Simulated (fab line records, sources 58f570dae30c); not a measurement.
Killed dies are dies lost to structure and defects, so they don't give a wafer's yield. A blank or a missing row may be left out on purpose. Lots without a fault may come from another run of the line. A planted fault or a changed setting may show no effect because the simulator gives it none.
Tool commonality check | flow berkeley_cmos170 | 14 lots, 42 wafers sampled

WHY IT WAS OPENED
At UCB170_FIELD_THK_MEAS_02 the reading FIELD_OXIDE_THK is flagged on 2 of 14 lots. Wafers without a fault read 557 nm, standard deviation 8.3.
Rule: a lot is flagged when every wafer of it that has a number lies more than 4 standard deviations from that mean, or none has a number. The other lots count as sound.

lot  | measured    | on            | FIELD_OXIDE_THK (nm), wafer by wafer | flag
L316 | day 4 19:38 | film_metro-01 | 554 542 547                          |
L317 | day 5 03:44 | film_metro-04 | 560 563 563                          |
L319 | day 5 15:10 | film_metro-01 | 559 543 548                          |
L321 | day 5 15:11 | film_metro-03 | 544 549 539                          |
L323 | day 6 05:08 | film_metro-04 | 560 559 562                          |
L324 | day 6 15:30 | film_metro-01 | 553 545 550                          |
L325 | day 6 15:31 | film_metro-04 | 556 557 562                          |
L327 | day 6 23:07 | film_metro-01 | 564 557 550                          |
L328 | day 7 08:02 | film_metro-01 | 555 555 560                          |
L335 | day 8 18:26 | film_metro-01 | 432 430 429                          | FLAGGED
L336 | day 8 18:26 | film_metro-04 | 425 421 422                          | FLAGGED
L337 | day 8 21:36 | film_metro-04 | 563 561 569                          |
L338 | day 9 05:48 | film_metro-04 | 559 559 556                          |
L339 | day 9 05:48 | film_metro-01 | 543 549 546                          |
The numbers of the flagged lots are 426 nm on average: -130 nm against the usual, or -16 standard deviations.

WHICH TOOL RAN EACH LOT
The record holds 1 process step before the reading, out of a route of 331 steps. In each cell: the tool, then ch and the chambers that the sampled wafers went through, then the start.
lot  | flag    | UCB170_FIELD_OXIDATION_01
L316 |         | furnace-01 ch 0, day 4 16:38
L317 |         | furnace-01 ch 0, day 5 00:44
L319 |         | furnace-03 ch 0, day 5 12:10
L321 |         | furnace-03 ch 0, day 5 12:10
L323 |         | furnace-02 ch 0, day 6 02:08
L324 |         | furnace-03 ch 0, day 6 12:28
L325 |         | furnace-03 ch 0, day 6 12:28
L327 |         | furnace-01 ch 0, day 6 20:06
L328 |         | furnace-02 ch 0, day 7 05:00
L335 | FLAGGED | furnace-03 ch 0, day 8 15:25
L336 | FLAGGED | furnace-03 ch 0, day 8 15:25
L337 |         | furnace-02 ch 0, day 8 18:35
L338 |         | furnace-01 ch 0, day 9 02:48
L339 |         | furnace-01 ch 0, day 9 02:48
What these steps do:
- UCB170_FIELD_OXIDATION_01: target thk 558.3 nm, ox time 7200 s.
- UCB170_FIELD_THK_MEAS_02

FLAGGED OVER TOTAL, TOOL BY TOOL (the gauges that took the reading come last)
step                      | tool          | lots run | flagged | share of the flagged lots | sound lots run after its first flagged lot
UCB170_FIELD_OXIDATION_01 | furnace-01    | 5        | 0       | none                      | -
UCB170_FIELD_OXIDATION_01 | furnace-02    | 3        | 0       | none                      | -
UCB170_FIELD_OXIDATION_01 | furnace-03    | 6        | 2       | all                       | 0
UCB170_FIELD_THK_MEAS_02  | film_metro-01 | 7        | 1       | some                      | 1 (L339)
UCB170_FIELD_THK_MEAS_02  | film_metro-03 | 1        | 0       | none                      | -
UCB170_FIELD_THK_MEAS_02  | film_metro-04 | 6        | 1       | some                      | 2 (L337,L338)

WHAT THE TABLE ALLOWS
1 row of the table ran every flagged lot: furnace-03 at UCB170_FIELD_OXIDATION_01.
- furnace-03 at UCB170_FIELD_OXIDATION_01: 2 of its 6 lots flagged. Its last sound lot is L324 (day 6 12:28), its first flagged lot L335 (day 8 15:25): a fault that began between those two fits.
One tool is left: furnace-03 at UCB170_FIELD_OXIDATION_01.

WHAT THE SIMULATOR HAD PUT IN
Process parameter drift: furnace-03, from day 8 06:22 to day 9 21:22, at UCB170_FIELD_OXIDATION_01. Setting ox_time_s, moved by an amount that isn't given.
Lots struck among those shown: L335, L336. The rule above found the same.
